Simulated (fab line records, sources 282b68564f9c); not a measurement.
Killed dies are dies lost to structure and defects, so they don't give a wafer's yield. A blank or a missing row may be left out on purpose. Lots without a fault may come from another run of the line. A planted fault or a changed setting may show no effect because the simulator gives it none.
A struck lot beside a sound one | flow rit_cmos | 15 steps out of a route of 202
Sound: wafers L993.2, L993.4, L993.5. Struck: wafers L103.1, L103.3, L103.4. The cause comes at the end.
At each step with rows: each side's tool, then ch and its chambers, then its first start. Under that, the readings that differ: sound wafers | struck wafers | difference of the means | sigmas: that difference in standard deviations of wafers without a fault.
alike: readings whose means differ by less than 2 such deviations, and words and numbers that are the same on both sides. not compared: withheld readings, readings that some wafer has no value for, bounds like >300 that may hide the same value, and numbers for which the record gives no deviation and whose values overlap.
The two part at a step that has a row with sigmas, a row that says differs or no value, or rows on one side only. Numbers that don't overlap but have no deviation are shown without sigmas and don't part them. A reading that every wafer of one side lacks parts them only if that side has two wafers or more.

RIT_ACTIVE_THK_MEAS_02:
  sound on film_metro-01, day 2 13:14; struck on film_metro-03, day 4 15:22
  reading               | sound          | struck         | difference | sigmas
  ACTIVE_OXIDE_THK (nm) | 47.7 47.7 47.5 | 46.1 45.3 46.2 | -1.8       | -2
then, 1 step without rows for these wafers: RIT_ACTIVE_CVD_03 (deposits Si3N4 from SiH2Cl2/NH3, target thk 150 nm, time 1500 s).
RIT_ACTIVE_THK_MEAS_04:
  sound on film_metro-01, day 2 14:43; struck on film_metro-01, day 4 16:50
  alike: ACTIVE_NITRIDE_THK
then, 6 steps without rows for these wafers: RIT_ACTIVE_HMDS_05 (prime time 60 s); RIT_ACTIVE_COAT_06 (resist thk 1000 nm); RIT_ACTIVE_SOFTBAKE_07 (time 60 s); RIT_ACTIVE_EXPOSE_08 (exposes mask M1, target cd 1400 nm); RIT_ACTIVE_PEB_09; RIT_ACTIVE_DEVELOP_10 (develop time 50 s).
RIT_ACTIVE_CD_MEAS_11: target cd 1400 nm.
  sound on cd_sem-01, day 2 15:40; struck on cd_sem-01, day 4 17:52
  alike: cd_nm
then, 1 step without rows for these wafers: RIT_ACTIVE_HARDBAKE_12 (time 60 s).
RIT_ACTIVE_ETCH_13: etches Si3N4 in SF6, stops on SiO2, time 210 s, target depth 210 nm.
  sound on rie_diel-01 ch 1,3, day 2 15:55; struck on rie_diel-04 ch 0,2,3, day 4 18:08
  reading                | sound          | struck         | difference | sigmas
  throttle_valve_pct (%) | 7.44 7.28 7.27 | 7.41 7.75 7.74 | +0.30      | +2
  alike: drypump_motor_current_A, oes_product_au
  not compared: rf_hours_counter_h
RIT_ACTIVE_STRIP_14: strips in O2, time 180 s.
  sound on plasma_asher-04 ch 1, day 2 16:02; struck on plasma_asher-04 ch 0,1, day 4 18:16
  reading                        | sound          | struck         | difference | sigmas
  chamber_pressure_mTorr (mTorr) | 3997 4002 4002 | 3196 3197 3196 | -804       | -99 or more
  alike: drypump_motor_current_A
  not compared: rf_hours_counter_h
RIT_ACTIVE_CD_MEAS_90: target cd 1400 nm.
  sound on cd_sem-01, day 2 16:14; struck on cd_sem-02, day 4 18:27
  alike: cd_nm
then, 1 step without rows for these wafers: RIT_M1_PROBE_99.

WHERE THEY PART
First at RIT_ACTIVE_THK_MEAS_02; last, within this record, at RIT_ACTIVE_STRIP_14. Later steps at which nothing parts them and some readings are alike: RIT_ACTIVE_CD_MEAS_90.

WHY: what the simulator had put in
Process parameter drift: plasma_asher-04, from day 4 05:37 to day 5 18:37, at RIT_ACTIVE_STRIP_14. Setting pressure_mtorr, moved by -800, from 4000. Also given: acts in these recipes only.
